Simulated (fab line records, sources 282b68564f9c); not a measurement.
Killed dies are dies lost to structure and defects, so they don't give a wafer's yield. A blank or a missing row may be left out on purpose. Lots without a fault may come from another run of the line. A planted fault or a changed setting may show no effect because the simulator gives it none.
Which tool did it? | flow rit_cmos | 13 lots, 39 wafers sampled, at 2 steps of a route of 202

WHAT THE GAUGES READ, wafer by wafer
The record holds no reading of a measuring or inspecting step that can be judged against a usual standard deviation.

WHICH TOOL RAN EACH LOT (tool, then ch and the chambers of the sampled wafers, then the start)
lot  | RIT_M1_STRIP_13                | RIT_M1_PROBE_99
L143 | wet_bench-03 ch 0, day 3 09:21 | prober-01, day 3 12:47
L144 | wet_bench-01 ch 3, day 3 11:32 | prober-02, day 3 14:20
L145 | wet_bench-01 ch 2, day 3 16:28 | prober-01, day 3 19:28
L146 | wet_bench-01 ch 3, day 3 23:19 | prober-02, day 4 02:02
L147 | wet_bench-01 ch 3, day 4 02:52 | prober-01, day 4 06:06
L148 | wet_bench-01 ch 2, day 4 08:39 | prober-02, day 4 10:49
L149 | wet_bench-01 ch 1, day 4 14:49 | prober-01, day 4 16:56
L150 | wet_bench-02 ch 3, day 4 21:29 | prober-02, day 4 23:40
L151 | wet_bench-02 ch 1, day 5 03:29 | prober-01, day 5 06:16
L153 | wet_bench-03 ch 0, day 5 12:09 | prober-02, day 5 14:25
L155 | wet_bench-03 ch 3, day 5 20:56 | prober-02, day 5 23:10
L160 | wet_bench-03 ch 0, day 6 20:34 | prober-01, day 6 23:40
L166 | wet_bench-02 ch 3, day 8 08:15 | prober-01, day 8 10:43
- RIT_M1_STRIP_13: strips in nmp, time 600 s.
- RIT_M1_PROBE_99

WHAT THE TOOLS THEMSELVES READ (means of the sampled wafers that have a number; where no wafer has one, the mark that the record gives instead)
RIT_M1_STRIP_13. Usual: bath_heat_duty_pct 17.6 %, standard deviation 1.9; run_length_s 628 s, standard deviation 4.
lot  | tool         | bath_heat_duty_pct (%) | run_length_s (s) | flag
L143 | wet_bench-03 | 18.5                   | 625              |
L144 | wet_bench-01 | 18.2                   | 624              |
L145 | wet_bench-01 | 17.9                   | 625              |
L146 | wet_bench-01 | 19.3                   | 632              |
L147 | wet_bench-01 | 18.7                   | 631              |
L148 | wet_bench-01 | 18.0                   | 633              |
L149 | wet_bench-01 | 17.7                   | 634              |
L150 | wet_bench-02 | 16.5                   | 627              |
L151 | wet_bench-02 | 19.9                   | 625              |
L153 | wet_bench-03 | 18.5                   | 625              |
L155 | wet_bench-03 | 15.1                   | 624              |
L160 | wet_bench-03 | 18.3                   | 469              | OFF
L166 | wet_bench-02 | 16.9                   | 626              |

RIT_M1_PROBE_99. Usual: defect_limited_yield 97.5 %, standard deviation 1.2; killed_at_contacts 0.1, standard deviation 0.24; killed_at_front_end 7, standard deviation 3.1; killed_dies 7, standard deviation 3.1; killed_open 3.3, standard deviation 2; killed_short 3.4, standard deviation 2.1; sort_bin_3_pad_short 0.1 %, standard deviation 0.21; sort_bin_5_function 1.4 %, standard deviation 0.79; sort_bin_6_memory 1.0 %, standard deviation 0.65; sort_n_pass 257, standard deviation 3.1; sort_yield_pct 97.5 %, standard deviation 1.2.
lot  | tool      | defect_limited_yield (%) | killed_at_contacts | killed_at_front_end | killed_dies | killed_open | killed_short | sort_bin_3_pad_short (%) | sort_bin_5_function (%) | sort_bin_6_memory (%) | sort_n_pass | sort_yield_pct (%) | flag
L143 | prober-01 | 98.0                     | 0.0                | 5                   | 5           | 2.3         | 3.0          | 0.3                      | 1.4                     | 0.4                   | 259         | 98.0               |
L144 | prober-02 | 96.7                     | 0.0                | 9                   | 9           | 3.7         | 5.0          | 0.4                      | 1.3                     | 1.6                   | 255         | 96.7               |
L145 | prober-01 | 96.7                     | 0.0                | 9                   | 9           | 4.7         | 4.0          | 0.1                      | 2.4                     | 0.8                   | 255         | 96.7               |
L146 | prober-02 | 96.3                     | 0.3                | 9                   | 10          | 4.3         | 5.3          | 0.1                      | 2.1                     | 1.4                   | 254         | 96.3               |
L147 | prober-01 | 98.0                     | 0.3                | 5                   | 5           | 3.7         | 1.7          | 0.1                      | 1.4                     | 0.5                   | 259         | 98.0               |
L148 | prober-02 | 96.5                     | 0.0                | 9                   | 9           | 3.3         | 6.0          | 0.3                      | 1.9                     | 1.4                   | 255         | 96.5               |
L149 | prober-01 | 96.5                     | 0.0                | 9                   | 9           | 4.7         | 4.7          | 0.0                      | 2.3                     | 1.3                   | 255         | 96.5               |
L150 | prober-02 | 98.7                     | 0.0                | 3                   | 3           | 1.7         | 1.7          | 0.0                      | 1.0                     | 0.3                   | 261         | 98.7               |
L151 | prober-01 | 97.3                     | 0.0                | 7                   | 7           | 3.0         | 4.0          | 0.3                      | 1.3                     | 1.1                   | 257         | 97.3               |
L153 | prober-02 | 97.4                     | 0.0                | 7                   | 7           | 1.3         | 5.3          | 0.0                      | 1.5                     | 1.0                   | 257         | 97.4               |
L155 | prober-02 | 97.5                     | 0.0                | 7                   | 7           | 3.3         | 3.3          | 0.1                      | 1.6                     | 0.8                   | 257         | 97.5               |
L160 | prober-01 | 98.5                     | 0.0                | 4                   | 4           | 1.3         | 2.7          | 0.0                      | 1.2                     | 0.4                   | 260         | 98.5               |
L166 | prober-01 | 98.3                     | 0.0                | 4                   | 4           | 2.7         | 1.7          | 0.0                      | 0.8                     | 0.9                   | 260         | 98.3               |

THE ANSWER, worked out from the rows above alone
Rule: a lot is off if the mean of its wafers that have a number lies more than 3 standard deviations from the usual mean. A lot without any number at a reading at which 4 lots or more have one is off too. The other lots that the step has rows for count as sound. The gauges are gone through in route order, then the tools' own readings, and for those a lot's mean is taken as printed above. The first step at which some lot is off is used, and at that step the reading that is off furthest; a lot without a number counts as furthest.
Off: L160, at RIT_M1_STRIP_13 (run_length_s).
A tool fits if, at that step or a process step before it, it ran every lot that is off, and no sound lot after the first of them. One fits: wet_bench-03 at RIT_M1_STRIP_13. Its last sound lot is L155 (day 5 20:56), its first lot that is off L160 (day 6 20:34): a fault that began between those two fits.
The tool's own readings at RIT_M1_STRIP_13 bear it out: on the lots that are off they differ by more than 5 times the standard deviation of the sound lots' means. run_length_s reads 469 s there against 628 s on the sound lots.

WHAT THE SIMULATOR HAD PUT IN
Process parameter drift: wet_bench-03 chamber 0, from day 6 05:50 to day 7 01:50, at RIT_M1_STRIP_13. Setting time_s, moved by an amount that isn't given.
Lots struck among those shown: L160. The rule above found the same.
